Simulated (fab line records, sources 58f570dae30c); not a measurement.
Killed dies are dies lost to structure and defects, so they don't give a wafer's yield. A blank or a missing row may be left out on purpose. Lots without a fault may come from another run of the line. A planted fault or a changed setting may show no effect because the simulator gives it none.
One fault seen from 2 desks | flow berkeley_cmos170 | each desk has only its own numbers; what lay behind them comes last

THE TOOL OWNER'S DESK: lpcvd-01
The tool's own readings at UCB170_ACTIVE_CVD_05 (deposits Si3N4 from SiH2Cl2/NH3, target thk 220 nm, time 3300 s): means of the sampled wafers that have a number, for each lot that ran on this tool. A lot is out of limits, marked OUT, if its mean lies more than 4 standard deviations from the usual mean; the brackets give that distance.
Columns: A = spike_tc_centre_C at UCB170_ACTIVE_CVD_05, usual 802.1 C; B = spike_tc_load_C at UCB170_ACTIVE_CVD_05, usual 823.1 C; C = susceptor_temp_C at UCB170_ACTIVE_CVD_05, usual 800.1 C
lot  | first seen here | A                | B                | C
L977 | day 5 07:20     | 801.8            | 821.8            | 799.6
L978 | day 5 07:20     | 803.6            | 823.5            | 800.2
L979 | day 5 13:38     | 815.6 (+7.9) OUT | 833.9 (+4.9) OUT | 811.0 (+30) OUT
L980 | day 5 13:38     | 815.5 (+7.9) OUT | 833.8 (+4.9) OUT | 811.1 (+31) OUT
This desk's finding: out of limits on L979, L980; first on L979, day 5 13:38 (spike_tc_centre_C at UCB170_ACTIVE_CVD_05). In limits: L977, L978.

THE METROLOGY DESK
What the gauges read, lot by lot, whatever tool the lot ran on: means of the sampled wafers that have a number. A lot is out of limits, marked OUT, if its mean lies more than 4 standard deviations from the usual mean; the brackets give that distance.
Columns: A = NWELL_NITRIDE_THK at UCB170_NWELL_THK_MEAS_05, usual 223.5 nm; B = ACTIVE_NITRIDE_THK at UCB170_ACTIVE_THK_MEAS_06, usual 219.5 nm; C = PFIELD_OVL at UCB170_PFIELD_OVL_MEAS_06, usual 1 nm
lot  | first seen here | A     | B               | C
L975 | day 2 05:27     | 222.7 | 219.9           | 8
L976 | day 2 16:20     | 221.8 | 218.6           | 8
L977 | day 2 23:46     | 221.8 | 219.2           | -1
L978 | day 3 04:16     | 223.2 | 222.9           | -4
L979 | day 3 12:21     | 221.8 | 264.2 (+22) OUT | -
L980 | day 3 12:21     | 221.4 | 268.5 (+24) OUT | -
L981 | day 3 20:51     | 222.8 | 221.1           | 8
L984 | day 4 05:47     | 222.6 | 216.1           | 7
L990 | day 5 18:08     | 223.9 | 219.8           | -7
L991 | day 5 18:08     | 223.0 | 218.2           | 4
L993 | day 6 01:21     | 225.3 | 219.0           | -2
L994 | day 6 09:19     | 226.3 | 218.7           | -6
L996 | day 6 22:47     | 224.0 | 222.6           | 2
L998 | day 7 10:31     | 223.9 | 220.6           | 0
This desk's finding: out of limits on L979, L980; first on L979, day 5 15:33 (ACTIVE_NITRIDE_THK at UCB170_ACTIVE_THK_MEAS_06). In limits: L975, L976, L977, L978, L981, L984, L990, L991, L993, L994, L996, L998.

PUT TOGETHER
The tool owner's desk could have raised an alarm at day 5 13:38, on L979, L980.
The metrology desk could have raised an alarm at day 5 15:33, on L979, L980.
Of the lots named, all ran UCB170_ACTIVE_CVD_05 on lpcvd-01.

WHAT THE SIMULATOR HAD PUT IN
Process parameter drift: lpcvd-01, from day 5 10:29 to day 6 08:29, at UCB170_ACTIVE_CVD_05. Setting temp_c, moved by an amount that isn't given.
Lots struck among those shown: L979, L980.
Hours from the fault's start to each desk's first reading out of limits: the tool owner's desk, 3; the metrology desk, 5.
